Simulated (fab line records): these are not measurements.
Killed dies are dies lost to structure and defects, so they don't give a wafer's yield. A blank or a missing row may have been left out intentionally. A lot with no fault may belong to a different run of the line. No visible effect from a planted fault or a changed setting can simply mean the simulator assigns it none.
Which tool did it?    flow berkeley cmos170    Sampling: 14 lots, 42 wafers, 7 of 331 route steps

== WHAT THE GAUGES SHOWED, per wafer ==
UCB170_NLDD_CD_MEAS_06 targets a cd of 1200 nm. Usual: cd nm 1199.7 nm, standard deviation 1.4.
lot   measured      on         cd nm (nm)            flag
L685  day 6 11:58   cd sem-02  1201.2 1198.9 1201.0  
L687  day 6 13:08   cd sem-01  1202.6 1201.7 1200.5  
L686  day 6 13:27   cd sem-01  1198.8 1200.0 1198.8  
L690  day 7 00:02   cd sem-02  1199.3 1200.5 1199.6  
L689  day 7 00:13   cd sem-02  1200.9 1201.2 1201.5  
L692  day 7 13:27   cd sem-01  1198.6 1198.6 1198.6  
L691  day 7 13:31   cd sem-02  1200.1 1199.2 1198.4  
L694  day 8 12:18   cd sem-01  1199.8 1199.0 1199.0  
L696  day 8 20:22   cd sem-02  1201.1 1200.4 1198.2  
L701  day 9 10:58   cd sem-01  1199.0 1198.8 1199.5  
L700  day 9 11:32   cd sem-01  1202.2 1199.3 1200.2  
L702  day 10 07:50  cd sem-02  1200.0 1198.3 1197.8  
L703  day 10 08:16  cd sem-01  1199.6 1199.1 1200.0  
L704  day 11 04:34  cd sem-01  1199.8 1199.9 1199.8  

UCB170_PSD_TW_MEAS_10. Usual: PSD_TW typically reads 2337, with standard deviation 13.
lot   measured      on             PSD_TW          flag
L685  day 6 20:19   film metro-04  2325 2324 2317  
L687  day 6 19:53   film metro-03  2336 2337 2323  
L686  day 6 20:07   film metro-03  2337 2323 2338  
L690  day 7 10:33   film metro-03  2345 2349 2357  
L689  day 7 10:16   film metro-01  2340 2349 2349  
L692  day 7 20:55   film metro-01  2344 2335 2350  
L691  day 7 20:48   film metro-03  2357 2356 2354  
L694  day 8 21:06   film metro-04  2312 2324 2331  
L696  day 9 04:58   film metro-01  2354 2351 2344  
L701  day 9 15:29   film metro-03  2268 2266 2276  OFF
L700  day 9 16:35   film metro-04  2269 2269 2261  OFF
L702  day 10 11:52  film metro-04  2320 2321 2321  
L703  day 10 14:50  film metro-04  2313 2306 2317  
L704  day 11 10:44  film metro-03  2364 2341 2356  

UCB170_SDANNEAL_RS_MEAS_02: the measuring method here is four-point-probe. Usual: PSD_RS typically reads 75.5 ohm/sq, with standard deviation 0.31.
lot   measured      on             PSD_RS (ohm/sq)  flag
L685  day 6 23:28   film metro-01  75.5 75.4 75.6   
L687  day 6 23:02   film metro-03  75.9 75.9 75.8   
L686  day 6 23:10   film metro-04  75.8 75.7 75.7   
L690  day 7 13:51   film metro-03  75.1 75.0 74.7   
L689  day 7 13:01   film metro-03  75.9 76.0 75.7   
L692  day 8 00:53   film metro-01  75.4 75.2 75.0   
L691  day 8 00:49   film metro-04  75.3 75.0 75.6   
L694  day 9 02:36   film metro-03  75.2 75.0 75.0   
L696  day 9 09:07   film metro-01  75.3 75.0 75.6   
L701  day 9 19:33   film metro-01  81.3 81.2 81.0   OFF
L700  day 9 20:01   film metro-04  81.2 81.2 81.4   OFF
L702  day 10 16:22  film metro-03  75.4 75.6 75.5   
L703  day 10 17:56  film metro-01  75.3 75.7 75.2   
L704  day 11 14:21  film metro-01  75.3 75.2 75.3   

== TOOL THAT RAN EACH LOT (tool first, then ch and the chambers of the sampled wafers, then the start) ==
lot   UCB170_SPACER_CVD_00            UCB170_PSD_IMPLANT_08            UCB170_PSD_STRIP_09                   UCB170_BACKSIDE_STRIP_03
L685  pecvd-04 ch 0,1,2, day 6 12:52  implanter-01 ch 0, day 6 20:05   plasma asher-04 ch 0,1, day 6 20:13   plasma asher-02 ch 0,1, day 6 23:03
L687  pecvd-01 ch 0,1,2, day 6 13:55  implanter-03 ch 0, day 6 19:39   plasma asher-03 ch 0,1, day 6 19:47   plasma asher-03 ch 0,1, day 6 22:36
L686  pecvd-03 ch 0,2, day 6 14:18    implanter-02 ch 0, day 6 19:52   plasma asher-02 ch 0,1, day 6 20:01   plasma asher-03 ch 0,1, day 6 22:46
L690  pecvd-04 ch 1,2, day 7 00:47    implanter-02 ch 0, day 7 10:20   plasma asher-03 ch 0,1, day 7 10:28   plasma asher-03 ch 0,1, day 7 13:26
L689  pecvd-01 ch 0,1, day 7 01:00    implanter-03 ch 0, day 7 10:01   plasma asher-04 ch 0,1, day 7 10:10   plasma asher-01 ch 0,1, day 7 12:37
L692  pecvd-03 ch 0,1, day 7 14:19    implanter-03 ch 0, day 7 20:41   plasma asher-04 ch 0,1, day 7 20:49   plasma asher-02 ch 0,1, day 8 00:28
L691  pecvd-01 ch 1,2, day 7 14:19    implanter-02 ch 0, day 7 20:33   plasma asher-02 ch 0,1, day 7 20:42   plasma asher-01 ch 0,1, day 8 00:17
L694  pecvd-04 ch 0,1, day 8 13:04    implanter-02 ch 0, day 8 20:53   plasma asher-04 ch 0,1, day 8 21:01   plasma asher-02 ch 0,1, day 9 02:11
L696  pecvd-01 ch 0,1, day 8 21:10    implanter-02 ch 0, day 9 04:43   plasma asher-04 ch 0,1, day 9 04:52   plasma asher-02 ch 0,1, day 9 08:43
L701  pecvd-03 ch 0,1,2, day 9 11:47  implanter-01 ch 0, day 9 15:14   plasma asher-02 ch 0,1, day 9 15:23   plasma asher-01 ch 0,1, day 9 19:06
L700  pecvd-01 ch 0,1,2, day 9 12:20  implanter-01 ch 0, day 9 16:20   plasma asher-03 ch 0,1, day 9 16:29   plasma asher-03 ch 0,1, day 9 19:28
L702  pecvd-03 ch 1,2, day 10 08:36   implanter-03 ch 0, day 10 11:37  plasma asher-03 ch 1, day 10 11:45    plasma asher-02 ch 0,1, day 10 15:58
L703  pecvd-03 ch 1,2, day 10 10:17   implanter-02 ch 0, day 10 14:35  plasma asher-02 ch 0,1, day 10 14:43  plasma asher-01 ch 0,1, day 10 17:31
L704  pecvd-04 ch 0,1, day 11 05:40   implanter-02 ch 0, day 11 10:30  plasma asher-03 ch 0,1, day 11 10:38  plasma asher-02 ch 0,1, day 11 13:38
- UCB170_SPACER_CVD_00: deposits SiO2 from TEOS/O2, target thk 376 nm, time 47 s.
- UCB170_PSD_IMPLANT_08
- UCB170_PSD_STRIP_09: strips in O2.
- UCB170_BACKSIDE_STRIP_03: strips in O2.

== WHAT THE TOOLS THEMSELVES READ (means of the sampled wafers that have a number; where no wafer has one, the mark that the record gives instead) ==
UCB170_SPACER_CVD_00. Usual: heater power w 262 W, standard deviation 54.
lot   tool      heater power w (W)  flag
L685  pecvd-04  270                 
L687  pecvd-01  260                 
L686  pecvd-03  283                 
L690  pecvd-04  286                 
L689  pecvd-01  265                 
L692  pecvd-03  305                 
L691  pecvd-01  258                 
L694  pecvd-04  244                 
L696  pecvd-01  228                 
L701  pecvd-03  297                 
L700  pecvd-01  250                 
L702  pecvd-03  233                 
L703  pecvd-03  200                 
L704  pecvd-04  240                 

UCB170_PSD_IMPLANT_08. Usual: beam energy keV 20.000, standard deviation 0.0059; dose ions cm2 3e+15, standard deviation 3.2e+12; faraday current uA 9255, standard deviation 170.
lot   tool          beam energy keV  dose ions cm2  faraday current uA  flag
L685  implanter-01  19.995           3e+15          9315                
L687  implanter-03  19.996           3e+15          9201                
L686  implanter-02  20.000           3e+15          9305                
L690  implanter-02  20.004           3e+15          9177                
L689  implanter-03  20.006           3e+15          9178                
L692  implanter-03  20.000           3e+15          9129                
L691  implanter-02  19.993           3e+15          9319                
L694  implanter-02  20.002           3e+15          9493                
L696  implanter-02  19.997           3e+15          9275                
L701  implanter-01  20.000           3e+15          8346                OFF
L700  implanter-01  20.002           3e+15          8426                OFF
L702  implanter-03  19.994           3e+15          9211                
L703  implanter-02  20.000           3e+15          9239                
L704  implanter-02  20.000           3e+15          9259                

UCB170_PSD_STRIP_09. Usual: drypump motor current A 6.0 A, standard deviation 0.32; oes product au 0.600 a.u., standard deviation 0.0046; strip time to endpoint s 29.41 s, standard deviation 0.078.
lot   tool             drypump motor current A (A)  oes product au (a.u.)  strip time to endpoint s (s)  flag
L685  plasma asher-04  6.2                          0.597                  29.29                         
L687  plasma asher-03  6.1                          0.602                  29.34                         
L686  plasma asher-02  5.8                          0.601                  29.29                         
L690  plasma asher-03  6.1                          0.598                  29.51                         
L689  plasma asher-04  6.2                          0.602                  29.40                         
L692  plasma asher-04  6.2                          0.598                  29.36                         
L691  plasma asher-02  5.7                          0.599                  29.50                         
L694  plasma asher-04  5.9                          0.602                  29.45                         
L696  plasma asher-04  5.9                          0.602                  29.42                         
L701  plasma asher-02  5.7                          0.612                  28.48                         OFF
L700  plasma asher-03  6.1                          0.615                  28.31                         OFF
L702  plasma asher-03  6.1                          0.598                  29.47                         
L703  plasma asher-02  5.7                          0.600                  29.34                         
L704  plasma asher-03  6.1                          0.605                  29.41                         

UCB170_BACKSIDE_STRIP_03. Usual: drypump motor current A 5.78 A, standard deviation 0.24; oes product au 0.735 a.u., standard deviation 0.0049; strip time to endpoint s 21.98 s, standard deviation 0.063.
lot   tool             drypump motor current A (A)  oes product au (a.u.)  strip time to endpoint s (s)  flag
L685  plasma asher-02  5.82                         0.731                  21.93                         
L687  plasma asher-03  6.08                         0.735                  21.98                         
L686  plasma asher-03  6.06                         0.731                  21.91                         
L690  plasma asher-03  6.09                         0.739                  22.01                         
L689  plasma asher-01  5.57                         0.732                  21.93                         
L692  plasma asher-02  5.83                         0.736                  22.06                         
L691  plasma asher-01  5.51                         0.737                  22.00                         
L694  plasma asher-02  5.81                         0.739                  21.92                         
L696  plasma asher-02  5.81                         0.741                  22.03                         
L701  plasma asher-01  5.58                         0.733                  21.95                         
L700  plasma asher-03  6.06                         0.739                  22.05                         
L702  plasma asher-02  5.82                         0.733                  21.92                         
L703  plasma asher-01  5.58                         0.736                  22.00                         
L704  plasma asher-02  5.69                         0.736                  22.03                         

== THE ANSWER, worked out from the rows above alone ==
Rule: a lot counts as off when the mean over its wafers that have a number is more than 3 standard deviations away from the usual mean. A lot without any number at a reading at which 4 lots or more have one is off too. Any other lot the step has rows for is counted as sound. The gauges are gone through in route order, then the tools' own readings, and for those a lot's mean is taken as printed above. The first step at which some lot is off is used, and at that step the reading that is off furthest; a lot without a number counts as furthest.
Off: L701, L700, at UCB170_PSD_TW_MEAS_10 (PSD_TW).
If a tool, at a process step before that reading, ran all the lots that are off and no sound lot after the first of them, it fits. Not tried: the gauges at UCB170_PSD_TW_MEAS_10; whatever is off there is also off at UCB170_PSD_IMPLANT_08, on other tools, and gauge error can't account for it. One fits: implanter-01 at UCB170_PSD_IMPLANT_08. A fault onset in the window from L685 (day 6 20:05, its last sound lot) to L701 (day 9 15:14, its first lot off) fits.
On the lots that are off, the tool's own readings at UCB170_PSD_IMPLANT_08 differ by more than 5 times the standard deviation of the sound lots' means, which bears it out; faraday current uA reads 8386 there versus 9258 on the sound lots.

== WHAT WAS PUT IN BY THE SIMULATOR ==
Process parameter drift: implanter-01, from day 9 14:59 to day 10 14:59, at UCB170_PSD_IMPLANT_08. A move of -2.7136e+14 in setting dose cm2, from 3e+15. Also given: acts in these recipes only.
Shown lots that were struck: L701, L700. The rule above found the same.
